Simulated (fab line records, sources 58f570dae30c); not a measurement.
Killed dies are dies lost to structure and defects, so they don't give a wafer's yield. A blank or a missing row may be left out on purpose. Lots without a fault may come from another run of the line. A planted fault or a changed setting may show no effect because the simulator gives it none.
Problem report in the 8D (eight disciplines) form, filled by code | flow berkeley_cmos170 | the parts of the form that need people (team, actions taken, sign-off) are left out

1. THE PROBLEM
rf_fwd_power_W at UCB170_V1_CVD_00 reads a mean of 480.7 W on 1 wafer of 1 lot; wafers without a fault read 548.4 W with a standard deviation of 1.7. That is -40 standard deviations from the usual mean.
The step: deposits SiO2 from TEOS/O2, target thk 2000 nm, time 250 s.
First seen on wafer L561.5, day 10 04:01, on pecvd-04. The record holds 39 wafers of 13 lots with a number at this step. Rule for "out", or "out of limits": more than 4 standard deviations from the usual mean. The other wafers with a number count as sound.

2. WHAT IT IS AND WHAT IT IS NOT
question                    | is                | is not
which readings at this step | rf_fwd_power_W    | heater_power_w, susceptor_temp_C
which lots                  | L561              | L551, L552, L553, L555, L557, L558, L566, L567, L568, L569, L570, L573
which wafers of those lots  | L561.5            | L561.2, L561.4
read on which tools         | pecvd-04          | pecvd-01, pecvd-02
when                        | from day 10 04:01 | up to then (20 sound wafers); but 18 sound wafers of L566, L567, L568, L569, L570, L573 came after

3. SUSPECTS, AND WHAT RULES EACH OUT
Counting: a tool at a process step up to the reading stays a suspect if it ran every lot that is out. Sound lots after the first of them don't rule it out here, since some wafers of a struck lot are sound.
- pecvd-04 at UCB170_V1_CVD_00 (deposits SiO2 from TEOS/O2, target thk 2000 nm, time 250 s): kept. It ran the lot that is out, L561 (day 10 04:01); its last sound lot up to then is L558 (day 9 18:56). Its own readings are out on those wafers: rf_fwd_power_W.
- Within pecvd-04 at UCB170_V1_CVD_00: the wafers that are out ran in chamber 1; their sound lot-mates ran in chambers 0, 2.
Left after counting: pecvd-04 at UCB170_V1_CVD_00.

4. THE CAUSE (what the simulator had put in)
Process parameter drift: pecvd-04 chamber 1, from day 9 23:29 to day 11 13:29, at UCB170_V1_CVD_00. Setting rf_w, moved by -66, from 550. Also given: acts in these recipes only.
Counting left only this tool.

5. THE CHAIN OF EFFECTS, in route order
Each row: a reading whose mean over the struck wafers that have a number lies more than 3 standard deviations from the usual. Only readings for which the record gives a usual standard deviation are gone through. hours: the time from each lot's start at the first step in this table that gives one to its start at this step, as a median over the lots. sigmas: the change in usual standard deviations.
hours | step             | reading        | usual   | on struck wafers | change | sigmas
0     | UCB170_V1_CVD_00 | rf_fwd_power_W | 548.4 W | 480.7            | -67.7  | -40
The process steps in it:
- UCB170_V1_CVD_00: deposits SiO2 from TEOS/O2, target thk 2000 nm, time 250 s.

6. WHAT WOULD HAVE CAUGHT IT SOONER
In this record the first reading out of limits was taken at day 10 04:01, 5 hours after the fault began at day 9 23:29.
